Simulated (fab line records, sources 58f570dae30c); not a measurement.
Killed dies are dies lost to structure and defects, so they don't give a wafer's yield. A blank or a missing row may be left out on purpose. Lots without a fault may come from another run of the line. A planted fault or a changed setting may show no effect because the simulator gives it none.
Which tool did it? | flow berkeley_cmos170 | 7 lots, 21 wafers sampled, at 2 steps of a route of 331

WHAT THE GAUGES READ, wafer by wafer
UCB170_GATE_CD_MEAS_90: target cd 350 nm.
lot  | measured     | on        | cd_nm (nm)
L154 | day 8 18:06  | cd_sem-02 | 350.1 350.3 350.5
L156 | day 9 04:32  | cd_sem-02 | - - -
L158 | day 9 04:19  | cd_sem-01 | 349.1 348.2 349.4
L165 | day 11 00:58 | cd_sem-02 | 349.4 348.7 349.4
L167 | day 11 01:37 | cd_sem-02 | 347.7 347.4 348.5
L170 | day 11 16:13 | cd_sem-01 | 347.3 347.7 347.8
L171 | day 11 16:44 | cd_sem-01 | 350.5 350.0 349.5

WHICH TOOL RAN EACH LOT (tool, then ch and the chambers of the sampled wafers, then the start)
lot  | UCB170_GATE_CVD_04
L154 | lpcvd-01 ch 0, day 8 14:56
L156 | lpcvd-02 ch 1, day 9 01:05
L158 | lpcvd-02 ch 1, day 9 01:05
L165 | lpcvd-02 ch 1, day 10 21:56
L167 | lpcvd-02 ch 1, day 10 21:56
L170 | lpcvd-01 ch 0, day 11 13:17
L171 | lpcvd-01 ch 0, day 11 13:17
- UCB170_GATE_CVD_04: deposits poly-Si from SiH4, time 1440 s, target thk 214 nm.

THE ANSWER, worked out from the rows above alone
Rule: what is usual is taken from the lots themselves. Put in order of their means at a reading, lots are off if they are a third of the lots or fewer, leave a main group of 4 or more, and stand apart from it by a gap of 3 or more times the standard deviation of the main group's means; of several such gaps the widest counts. A main group whose means are all the same, to the digits that the tables above print for the reading, isn't used. A lot without any number at a reading at which 4 lots or more have one is off too. The other lots that the step has rows for count as sound.
Off: L156, at UCB170_GATE_CD_MEAS_90 (cd_nm). Without a number there: L156. The main group: mean 349.0 nm, standard deviation 1.
A tool fits if, at a process step before that reading, it ran every lot that is off, and no sound lot after the first of them. The gauges at UCB170_GATE_CD_MEAS_90 are tried like those tools. None of those tried fits.

WHAT THE SIMULATOR HAD PUT IN
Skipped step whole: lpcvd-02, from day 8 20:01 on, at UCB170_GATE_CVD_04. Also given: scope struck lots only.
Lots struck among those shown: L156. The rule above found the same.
